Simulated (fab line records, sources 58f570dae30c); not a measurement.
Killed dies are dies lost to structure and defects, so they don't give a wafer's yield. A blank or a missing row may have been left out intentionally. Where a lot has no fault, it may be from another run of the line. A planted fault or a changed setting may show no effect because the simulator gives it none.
Which of the tools did it? + flow berkeley_cmos170 + 42 wafers from 14 lots sampled at 5 of the route's 331 steps

== WHAT THE GAUGES SHOWED, per wafer ==
UCB170_NWELL_TW_MEAS_16. Usual: for NWELL_TW the level is 1253 and the standard deviation is 5.9.
| lot  | measured    | on            | NWELL_TW       | flag |
|------|-------------|---------------|----------------|------|
| L430 | day 2 08:31 | film_metro-04 | 1254 1257 1256 |      |
| L431 | day 2 12:55 | film_metro-01 | 1243 1255 1250 |      |
| L432 | day 2 21:29 | film_metro-01 | 1254 1241 1248 |      |
| L434 | day 3 02:54 | film_metro-01 | 1257 1251 1250 |      |
| L433 | day 3 03:13 | film_metro-04 | 1241 1242 1247 |      |
| L435 | day 3 09:26 | film_metro-01 | 1245 1249 1256 |      |
| L436 | day 4 00:59 | film_metro-01 | 1254 1258 1262 |      |
| L437 | day 4 01:16 | film_metro-04 | 1248 1251 1245 |      |
| L439 | day 4 07:11 | film_metro-01 | 1255 1263 1263 |      |
| L448 | day 6 02:34 | film_metro-04 | 2109 2101 2100 | OFF  |
| L447 | day 6 03:09 | film_metro-03 | 2101 2103 2118 | OFF  |
| L450 | day 6 18:29 | film_metro-03 | 1258 1256 1254 |      |
| L451 | day 7 02:38 | film_metro-04 | 1253 1258 1251 |      |
| L452 | day 7 08:09 | film_metro-04 | 1259 1255 1261 |      |

UCB170_PWELL_THK_MEAS_03. Usual: for PWELL_OXIDE_THK the level is 28.2 nm and the standard deviation is 0.47.
| lot  | measured    | on            | PWELL_OXIDE_THK (nm) | flag |
|------|-------------|---------------|----------------------|------|
| L430 | day 2 19:40 | film_metro-02 | 28.1 27.9 28.3       |      |
| L431 | day 3 00:47 | film_metro-02 | 28.1 28.6 28.5       |      |
| L432 | day 3 05:09 | film_metro-02 | 28.3 28.2 28.3       |      |
| L434 | day 3 11:34 | film_metro-04 | 28.5 28.7 28.3       |      |
| L433 | day 3 11:33 | film_metro-01 | 28.0 28.1 28.1       |      |
| L435 | day 3 17:24 | film_metro-04 | 27.8 27.9 28.2       |      |
| L436 | day 4 09:58 | film_metro-02 | 27.5 27.5 27.2       |      |
| L437 | day 4 09:59 | film_metro-04 | 28.2 27.8 28.4       |      |
| L439 | day 4 14:17 | film_metro-04 | 28.2 28.2 28.4       |      |
| L448 | day 6 13:29 | film_metro-04 | 28.5 28.4 28.4       |      |
| L447 | day 6 13:28 | film_metro-02 | 28.5 29.0 28.0       |      |
| L450 | day 7 03:28 | film_metro-01 | 28.2 28.0 28.2       |      |
| L451 | day 7 10:24 | film_metro-04 | 28.0 27.8 28.2       |      |
| L452 | day 7 16:06 | film_metro-02 | 27.9 27.1 27.6       |      |

UCB170_ACTIVE_CD_MEAS_90 targets a cd of 1200 nm. Usual: cd_nm reads 1199.7 nm (standard deviation 1.6).
| lot  | measured    | on        | cd_nm (nm)           | flag |
|------|-------------|-----------|----------------------|------|
| L430 | day 4 08:01 | cd_sem-01 | 1197.1 1199.0 1198.2 |      |
| L431 | day 4 08:33 | cd_sem-02 | 1201.2 1202.3 1201.1 |      |
| L432 | day 4 12:26 | cd_sem-01 | 1200.0 1199.7 1200.6 |      |
| L434 | day 4 15:01 | cd_sem-01 | 1197.9 1199.1 1198.6 |      |
| L433 | day 4 15:10 | cd_sem-02 | 1202.1 1202.4 1204.1 |      |
| L435 | day 5 04:43 | cd_sem-01 | 1199.0 1197.8 1198.8 |      |
| L436 | day 5 18:51 | cd_sem-02 | 1201.5 1200.8 1200.1 |      |
| L437 | day 5 18:47 | cd_sem-01 | 1201.7 1199.4 1199.0 |      |
| L439 | day 6 00:25 | cd_sem-01 | 1197.7 1198.1 1197.2 |      |
| L448 | day 8 02:13 | cd_sem-02 | 1199.8 1197.6 1198.9 |      |
| L447 | day 8 02:14 | cd_sem-01 | 1200.7 1200.0 1199.8 |      |
| L450 | day 8 18:30 | cd_sem-02 | 1199.3 1199.3 1198.4 |      |
| L451 | day 9 02:03 | cd_sem-01 | 1199.6 1200.8 1200.7 |      |
| L452 | day 9 04:38 | cd_sem-01 | 1197.8 1199.6 1199.1 |      |

UCB170_GATE_THK_MEAS_05. Usual: for GATE_POLY_THK the level is 215.7 nm and the standard deviation is 2.2.
| lot  | measured     | on            | GATE_POLY_THK (nm) | flag |
|------|--------------|---------------|--------------------|------|
| L430 | day 5 23:49  | film_metro-03 | 214.0 213.3 212.7  |      |
| L431 | day 5 23:46  | film_metro-02 | 216.8 217.5 216.2  |      |
| L432 | day 6 11:04  | film_metro-02 | 219.1 217.3 220.2  |      |
| L434 | day 6 11:04  | film_metro-03 | 217.5 217.9 216.9  |      |
| L433 | day 6 11:04  | film_metro-04 | 217.7 220.6 218.1  |      |
| L435 | day 7 04:08  | film_metro-04 | 215.4 215.1 217.1  |      |
| L436 | day 7 10:46  | film_metro-03 | 213.9 210.9 213.8  |      |
| L437 | day 7 10:47  | film_metro-04 | 212.3 210.7 212.6  |      |
| L439 | day 7 22:40  | film_metro-04 | 214.2 213.4 213.1  |      |
| L448 | day 9 22:44  | film_metro-04 | 215.4 214.5 213.5  |      |
| L447 | day 9 22:43  | film_metro-02 | 214.3 214.5 215.5  |      |
| L450 | day 10 22:25 | film_metro-04 | 213.3 215.7 214.1  |      |
| L451 | day 11 04:23 | film_metro-04 | 212.3 213.3 213.3  |      |
| L452 | day 11 04:24 | film_metro-02 | 218.5 220.5 215.8  |      |

== TOOL THAT RAN EACH LOT (tool first, then ch and the chambers of the sampled wafers, then the start) ==
| lot  | UCB170_NWELL_IMPLANT_14        |
|------|--------------------------------|
| L430 | implanter-04 ch 0, day 2 08:17 |
| L431 | implanter-04 ch 0, day 2 12:40 |
| L432 | implanter-02 ch 0, day 2 21:15 |
| L434 | implanter-04 ch 0, day 3 02:41 |
| L433 | implanter-01 ch 0, day 3 02:59 |
| L435 | implanter-01 ch 0, day 3 09:13 |
| L436 | implanter-01 ch 0, day 4 00:44 |
| L437 | implanter-02 ch 0, day 4 01:02 |
| L439 | implanter-04 ch 0, day 4 06:56 |
| L448 | implanter-04 ch 0, day 6 02:20 |
| L447 | implanter-04 ch 0, day 6 02:54 |
| L450 | implanter-02 ch 0, day 6 18:15 |
| L451 | implanter-02 ch 0, day 7 02:23 |
| L452 | implanter-02 ch 0, day 7 07:56 |
- UCB170_NWELL_IMPLANT_14

== WHAT THE TOOLS THEMSELVES READ (means of the sampled wafers that have a number; where no wafer has one, the mark that the record gives instead) ==
UCB170_NWELL_IMPLANT_14. Usual: beam_on_s 10.02 s, standard deviation 0.21; dose_ions_cm2 9.998e+12, standard deviation 1.1e+10; faraday_current_uA 31.7, standard deviation 0.65.
| lot  | tool         | beam_on_s (s) | dose_ions_cm2 | faraday_current_uA | flag |
|------|--------------|---------------|---------------|--------------------|------|
| L430 | implanter-04 | 9.99          | 9.992e+12     | 31.7               |      |
| L431 | implanter-04 | 10.10         | 1.000e+13     | 31.5               |      |
| L432 | implanter-02 | 9.95          | 9.997e+12     | 31.9               |      |
| L434 | implanter-04 | 9.95          | 1.001e+13     | 31.9               |      |
| L433 | implanter-01 | 10.23         | 9.999e+12     | 31.0               |      |
| L435 | implanter-01 | 9.82          | 1.001e+13     | 32.3               |      |
| L436 | implanter-01 | 10.06         | 1.000e+13     | 31.6               |      |
| L437 | implanter-02 | 10.08         | 9.995e+12     | 31.5               |      |
| L439 | implanter-04 | 9.82          | 1.000e+13     | 32.3               |      |
| L448 | implanter-04 | 10.16         | 4.999e+13     | 156.1              | OFF  |
| L447 | implanter-04 | 10.05         | 5.000e+13     | 157.6              | OFF  |
| L450 | implanter-02 | 10.06         | 1.001e+13     | 31.6               |      |
| L451 | implanter-02 | 10.15         | 1.000e+13     | 31.2               |      |
| L452 | implanter-02 | 9.91          | 9.993e+12     | 31.9               |      |

== THE ANSWER, worked out from the rows above alone ==
Rule: lot off if the mean of its wafers having a number is beyond 3 standard deviations from the usual mean. A lot without any number at a reading at which 4 lots or more have one is off too. Any other lot the step has rows for is counted as sound. After the gauges, taken in route order, come the tools' own readings; for these a lot's mean is taken, as printed above. The first step at which some lot is off is used, and at that step the reading that is off furthest; a lot without a number counts as furthest.
Off: at UCB170_NWELL_TW_MEAS_16 (NWELL_TW), L448, L447.
A tool fits if, at a process step before that reading, it ran every lot that is off, and no sound lot after the first of them. The gauges at UCB170_NWELL_TW_MEAS_16 aren't tried: what is off there is off at UCB170_NWELL_IMPLANT_14 too, on other tools, and a gauge's error can't cause that. One fits: UCB170_NWELL_IMPLANT_14 on implanter-04. A fault onset in the window from L439 (day 4 06:56, its last sound lot) to L448 (day 6 02:20, its first lot off) fits.
The tool's own readings at UCB170_NWELL_IMPLANT_14 bear it out: on the lots that are off they differ by more than 5 times the standard deviation of the sound lots' means. dose_ions_cm2 reads 5.000e+13 there against 1.000e+13 on the sound lots; faraday_current_uA reads 156.8 there against 31.7 on the sound lots.

== WHAT THE SIMULATOR HAD PUT IN ==
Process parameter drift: implanter-04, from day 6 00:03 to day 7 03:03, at UCB170_NWELL_IMPLANT_14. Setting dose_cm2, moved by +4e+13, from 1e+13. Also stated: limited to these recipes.
Struck lots among those shown: L448, L447. The same result came from the rule above.
